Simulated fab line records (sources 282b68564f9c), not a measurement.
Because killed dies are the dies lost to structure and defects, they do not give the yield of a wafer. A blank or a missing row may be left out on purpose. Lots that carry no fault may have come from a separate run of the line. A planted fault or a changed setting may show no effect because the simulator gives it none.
Comparing a struck lot with a sound one / flow rit-cmos / 40 steps out of a route of 202
Sound: these wafers, L993.2, L993.4, L993.6. Wafers struck: L997.3, L997.4, L997.6. Last of all comes the cause.
Order at every step that has rows: each side's tool, ch and its chambers, its first start. Under that, the readings that differ: sound wafers / struck wafers / difference of the means / sigmas: that difference in standard deviations of wafers without a fault.
alike: readings whose means differ by less than 2 such deviations, and words and numbers that are the same on both sides. not compared: withheld readings, readings that some wafer has no value for, bounds like >300 that may hide the same value, and numbers for which the record gives no deviation and whose values overlap.
Wherever a step has rows on one side only, a row that says differs or no value, or a row with sigmas, the two part there. Numbers that have no deviation but don't overlap get no sigmas and don't part them. Lack of a reading on every wafer of one side parts them only where that side has two or more wafers.

RIT_ACTIVE_BOW_MEAS_00:
  sound on film-metro-01 at day 2 01:01; struck on film-metro-03 at day 2 21:02
  alike: INCOMING_BOW
then, 1 step without rows for these wafers: RIT_ACTIVE_OXIDATION_01 (target thk 46.8 nm, ox time 3360 s).
RIT_ACTIVE_THK_MEAS_02:
  sound on film-metro-03 at day 2 03:04; struck on film-metro-01 at day 2 23:04
  alike: ACTIVE_OXIDE_THK
then, 1 step without rows for these wafers: RIT_ACTIVE_CVD_03 (deposits Si3N4 from SiH2Cl2/NH3, target thk 150 nm, time 1500 s).
RIT_ACTIVE_THK_MEAS_04:
  sound on film-metro-03 at day 2 04:32; struck on film-metro-04 at day 3 01:16
  alike: ACTIVE_NITRIDE_THK
then, 3 steps without rows for these wafers: RIT_ACTIVE_HMDS_05 (prime time 60 s); RIT_ACTIVE_COAT_06 (resist thk 1000 nm); RIT_ACTIVE_SOFTBAKE_07 (time 60 s).
RIT_ACTIVE_EXPOSE_08: exposes mask M1, target cd 1400 nm.
  sound on iline-stepper-02 ch 0, day 2 05:11; struck on iline-stepper-02 ch 0, day 3 01:55
reading=model.ACTIVE.overlay-x-nm (nm); sound=1.906 1.906 1.906; struck=411.3 411.3 411.3; difference=+409.4; sigmas=
  alike: mask
then, 2 steps without rows for these wafers: RIT_ACTIVE_PEB_09; RIT_ACTIVE_DEVELOP_10 (develop time 50 s).
RIT_ACTIVE_CD_MEAS_11 targets a cd of 1400 nm.
  sound on cd-sem-01 at day 2 05:35; struck on cd-sem-02 at day 3 02:19
  alike: cd-nm
then, 1 step without rows for these wafers: RIT_ACTIVE_HARDBAKE_12 (time 60 s).
RIT_ACTIVE_ETCH_13: etches Si3N4 in SF6, stops on SiO2, time 210 s, target depth 210 nm.
  sound on rie-diel-02 ch 1,2,3, day 2 05:50; struck on rie-diel-04 ch 0,1,3, day 3 02:32
  alike: drypump-motor-current-A, oes-product-au, throttle-valve-pct
  not compared: rf-hours-counter-h
RIT_ACTIVE_STRIP_14: strips in O2, time 180 s.
  sound on plasma-asher-02 ch 1, day 2 05:58; struck on plasma-asher-03 ch 0,1, day 3 02:44
  alike: drypump-motor-current-A, o2-flow-sccm
  not compared: rf-hours-counter-h
RIT_ACTIVE_CD_MEAS_90 targets a cd of 1400 nm.
  sound on cd-sem-02 at day 2 06:10; struck on cd-sem-01 at day 3 02:53
  alike: cd-nm
then, 4 steps without rows for these wafers: RIT_ACTIVE_CLEAN_15 (cleans in SC1, time 600 s); RIT_ACTIVE_CLEAN_16 (cleans in dHF, time 30 s); RIT_ACTIVE_CLEAN_17 (cleans in SC2, time 600 s); RIT_FOX1_OXIDATION_00 (target thk 350.7 nm, ox time 1130 s).
RIT_FOX1_THK_MEAS_01:
  sound on film-metro-04 at day 2 08:31; struck on film-metro-02 at day 3 04:40
  alike: FOX1_OXIDE_THK
then, 2 steps without rows for these wafers: RIT_FOX1_WET_ETCH_02 (etches SiO2 in BOE, target depth 350 nm, time 390 s); RIT_FOX2_OXIDATION_00 (target thk 350.7 nm, ox time 1130 s).
RIT_FOX2_THK_MEAS_01:
  sound on film-metro-04 at day 2 10:47; struck on film-metro-02 at day 3 07:11
  alike: FOX2_OXIDE_THK
then, 2 steps without rows for these wafers: RIT_FOX2_CLEAN_02 (cleans in dHF, time 180 s); RIT_FOX2_WET_ETCH_03 (etches Si3N4 in H3PO4, target depth 195 nm, time 2700 s).
RIT_FOX2_THK_MEAS_90:
  sound on film-metro-04 at day 2 11:44; struck on film-metro-04 at day 3 08:04
  alike: FIELD_OXIDE_LEFT_1_THK
then, 6 steps without rows for these wafers: RIT_NWELL_HMDS_00 (prime time 60 s); RIT_NWELL_COAT_01 (resist thk 1300 nm); RIT_NWELL_SOFTBAKE_02 (time 60 s); RIT_NWELL_EXPOSE_03 (exposes mask M2, target cd 43900 nm); RIT_NWELL_PEB_04; RIT_NWELL_DEVELOP_05 (develop time 68 s).
RIT_NWELL_OVL_MEAS_06:
  sound on overlay-01 at day 2 12:48; struck on overlay-02 at day 3 09:00
  alike: NWELL_OVL
then, 2 steps without rows for these wafers: RIT_NWELL_HARDBAKE_07 (time 120 s); RIT_NWELL_IMPLANT_08.
RIT_NWELL_STRIP_09: strips in O2, time 180 s.
  sound on plasma-asher-02 ch 0,1, day 2 13:14; struck on plasma-asher-02 ch 0,1, day 3 09:29
  alike: drypump-motor-current-A, o2-flow-sccm
  not compared: rf-hours-counter-h
RIT_NWELL_TW_MEAS_10:
  sound on film-metro-03 at day 2 13:25; struck on film-metro-01 at day 3 09:37
reading=NWELL_TW; sound=2166 2156 2156; struck=2145 2133 2133; difference=-22; sigmas=-2
RIT_GATE_ETCH_19: etches poly-Si in SF6/CHF3/O2, stops on SiO2, time 165 s, target depth 312.5 nm.
  sound on rie-si-02 ch 0,2,3, day 3 05:23; struck on rie-si-02 ch 2,3, day 4 01:56
  alike: drypump-motor-current-A, oes-product-au, throttle-valve-pct
  not compared: rf-hours-counter-h, model.GATE.cd-nm
RIT_M1_PROBE_99:
  sound on prober-01 at day 4 02:20; struck on prober-01 at day 4 23:13
reading=model.etest.ppoly-line.line-ohm-um; sound=160 163 159.6; struck=152.3 157 158.6; difference=-4.9; sigmas=
reading=model.etest.ppoly-line.width-nm (nm); sound=103.2 101 103.5; struck=106.2 104.4 104.1; difference=+2.3; sigmas=
  alike: killed-at-front-end, killed-dies, killed-open, killed-short
  not compared: model.etest.npoly-line.line-ohm-um, model.etest.npoly-line.width-nm, model.etest.ring.delay-ps, model.etest.nmos_0p15.off-log10-a-um, model.etest.nmos_0p15.vt-sat-v

WHERE THEY PART
RIT_NWELL_TW_MEAS_10 only, going by this record. Later steps at which nothing parts them and some readings are alike: RIT_GATE_ETCH_19, RIT_M1_PROBE_99.

WHY: the cause the simulator had injected
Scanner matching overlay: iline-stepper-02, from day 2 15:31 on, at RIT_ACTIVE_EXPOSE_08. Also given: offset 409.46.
